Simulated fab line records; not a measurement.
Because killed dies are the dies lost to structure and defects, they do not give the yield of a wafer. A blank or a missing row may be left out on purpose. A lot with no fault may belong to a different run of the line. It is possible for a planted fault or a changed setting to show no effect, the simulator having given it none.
Comparing a struck lot with a sound one | flow ritCmos | 43 out of 202 route steps
Sound: wafers L106.1, L106.4, L106.6. The struck wafers were L122.3, L122.5, L122.6. The cause is given at the end.
For every step that has rows: the tool of each side, followed by ch and its chambers, followed by its first start. Under that, the readings that differ: sound wafers | struck wafers | difference of the means | sigmas: that difference in standard deviations of wafers without a fault.
alike: readings with means less than 2 such deviations apart, plus words and numbers identical on both sides. not compared: withheld readings, readings lacking a value on some wafer, bounds such as >300 that could conceal the same value, and numbers that have no deviation in the record and whose values overlap.
The two part at a step that has a row with sigmas, a row that says differs or no value, or rows on one side only. Numbers that don't overlap but have no deviation are shown without sigmas and don't part them. A reading that every wafer of one side lacks parts them only if that side has two wafers or more.

first, 6 steps without rows for these wafers: RIT_PLDD_HMDS_00 (prime time 60 s); RIT_PLDD_COAT_01 (resist thk 1000 nm); RIT_PLDD_SOFTBAKE_02 (time 60 s); RIT_PLDD_EXPOSE_03 (exposes mask M8, target cd 40900 nm); RIT_PLDD_PEB_04; RIT_PLDD_DEVELOP_05 (develop time 50 s).
RIT_PLDD_OVL_MEAS_06:
  sound: overlay-01 at day 3 00:23; struck: overlay-01 at day 6 09:31
  alike: PLDD_OVL
then, 2 steps without rows for these wafers: RIT_PLDD_HARDBAKE_07 (time 60 s); RIT_PLDD_IMPLANT_08.
RIT_PLDD_STRIP_09: strips in O2, time 180 s.
  sound on plasmaAsher-04 ch 1, day 3 00:43; struck on plasmaAsher-02 ch 0,1, day 6 09:54
  alike: drypumpMotorCurrentA
  not compared: rfHoursCounterH
RIT_PLDD_TW_MEAS_10:
  sound: filmMetro-03 at day 3 00:53; struck: filmMetro-04 at day 6 10:02
  alike: PLDD_TW
then, 1 step without rows for these wafers: RIT_SPACER_CLEAN_00 (cleans in SC1, time 600 s).
RIT_SPACER_CLEAN_01: cleans in dHF, time 28.79 s.
  sound on wetBench-01 ch 2, day 3 01:08; struck on wetBench-03 ch 0, day 6 10:25
then, 2 steps without rows for these wafers: RIT_SPACER_CLEAN_02 (cleans in SC2, time 600 s); RIT_SPACER_CVD_03 (deposits Si3N4 from SiH2Cl2/NH3, target thk 250 nm, time 3300 s).
RIT_SPACER_THK_MEAS_04:
  sound: filmMetro-03 at day 3 04:13; struck: filmMetro-03 at day 6 13:41
  alike: SPACER_NITRIDE_THK
RIT_SPACER_ETCHBACK_05: etches Si3N4 in SF6/CHF3, stops on SiO2, target depth 250 nm, time 240 s.
  sound on rieDiel-04 ch 0,1,3, day 3 04:17; struck on rieDiel-02 ch 0,3, day 6 13:44
  alike: SF6_flow_sccm, drypumpMotorCurrentA, oesProductAu, throttleValvePct
  not compared: rfHoursCounterH
then, 6 steps without rows for these wafers: RIT_NSD_HMDS_00 (prime time 60 s); RIT_NSD_COAT_01 (resist thk 1000 nm); RIT_NSD_SOFTBAKE_02 (time 60 s); RIT_NSD_EXPOSE_03 (exposes mask M9, target cd 40700 nm); RIT_NSD_PEB_04; RIT_NSD_DEVELOP_05 (develop time 50 s).
RIT_NSD_OVL_MEAS_06:
  sound: overlay-02 at day 3 05:25; struck: overlay-01 at day 6 14:55
  alike: NSD_OVL
then, 2 steps without rows for these wafers: RIT_NSD_HARDBAKE_07 (time 60 s); RIT_NSD_IMPLANT_08.
RIT_NSD_STRIP_09: strips in O2, time 180 s.
  sound on plasmaAsher-01 ch 0, day 3 05:44; struck on plasmaAsher-04 ch 0,1, day 6 15:18
  alike: drypumpMotorCurrentA
  not compared: rfHoursCounterH
RIT_NSD_TW_MEAS_10:
  sound: filmMetro-03 at day 3 05:55; struck: filmMetro-01 at day 6 15:26
  alike: NSD_TW
then, 6 steps without rows for these wafers: RIT_PSD_HMDS_00 (prime time 60 s); RIT_PSD_COAT_01 (resist thk 1000 nm); RIT_PSD_SOFTBAKE_02 (time 60 s); RIT_PSD_EXPOSE_03 (exposes mask M10, target cd 40900 nm); RIT_PSD_PEB_04; RIT_PSD_DEVELOP_05 (develop time 50 s).
RIT_PSD_OVL_MEAS_06:
  sound: overlay-01 at day 3 06:57; struck: overlay-02 at day 6 16:49
reading      | sound       | struck         | difference | sigmas
PSD_OVL (nm) | 1.0 2.1 0.9 | -0.8 -3.6 -2.3 | -3.6       | -3
then, 2 steps without rows for these wafers: RIT_PSD_HARDBAKE_07 (time 60 s); RIT_PSD_IMPLANT_08.
RIT_PSD_STRIP_09: strips in O2, time 180 s.
  sound on plasmaAsher-02 ch 0,1, day 3 07:17; struck on plasmaAsher-02 ch 0,1, day 6 17:14
  alike: drypumpMotorCurrentA
  not compared: rfHoursCounterH
RIT_PSD_TW_MEAS_10:
  sound: filmMetro-03 at day 3 07:28; struck: filmMetro-04 at day 6 17:22
reading | sound          | struck         | difference | sigmas
PSD_TW  | 3501 3505 3483 | 3401 3407 3398 | -94        | -2
then, 3 steps without rows for these wafers: RIT_SDANNEAL_CLEAN_00 (cleans in SC1, time 579.2 s); RIT_SDANNEAL_CLEAN_01 (cleans in dHF, time 30 s); RIT_SDANNEAL_CLEAN_02 (cleans in SC2, time 600 s).
RIT_M1_PROBE_99:
  sound: prober-01 at day 3 15:40; struck: prober-01 at day 7 03:17
reading          | sound | struck   | difference | sigmas
killedAtFrontEnd | 7 6 6 | 44 41 49 | +38        | +13
killedDies       | 7 7 6 | 44 41 49 | +38        | +13
killedOnRim      | 3 1 1 | 9 8 10   | +7         | +6
  alike: killedAtContacts, killedOpen, killedShort

== WHERE THEY PART ==
At RIT_PSD_OVL_MEAS_06 first; at RIT_M1_PROBE_99 last (within this record only).

WHY: the cause the simulator had injected
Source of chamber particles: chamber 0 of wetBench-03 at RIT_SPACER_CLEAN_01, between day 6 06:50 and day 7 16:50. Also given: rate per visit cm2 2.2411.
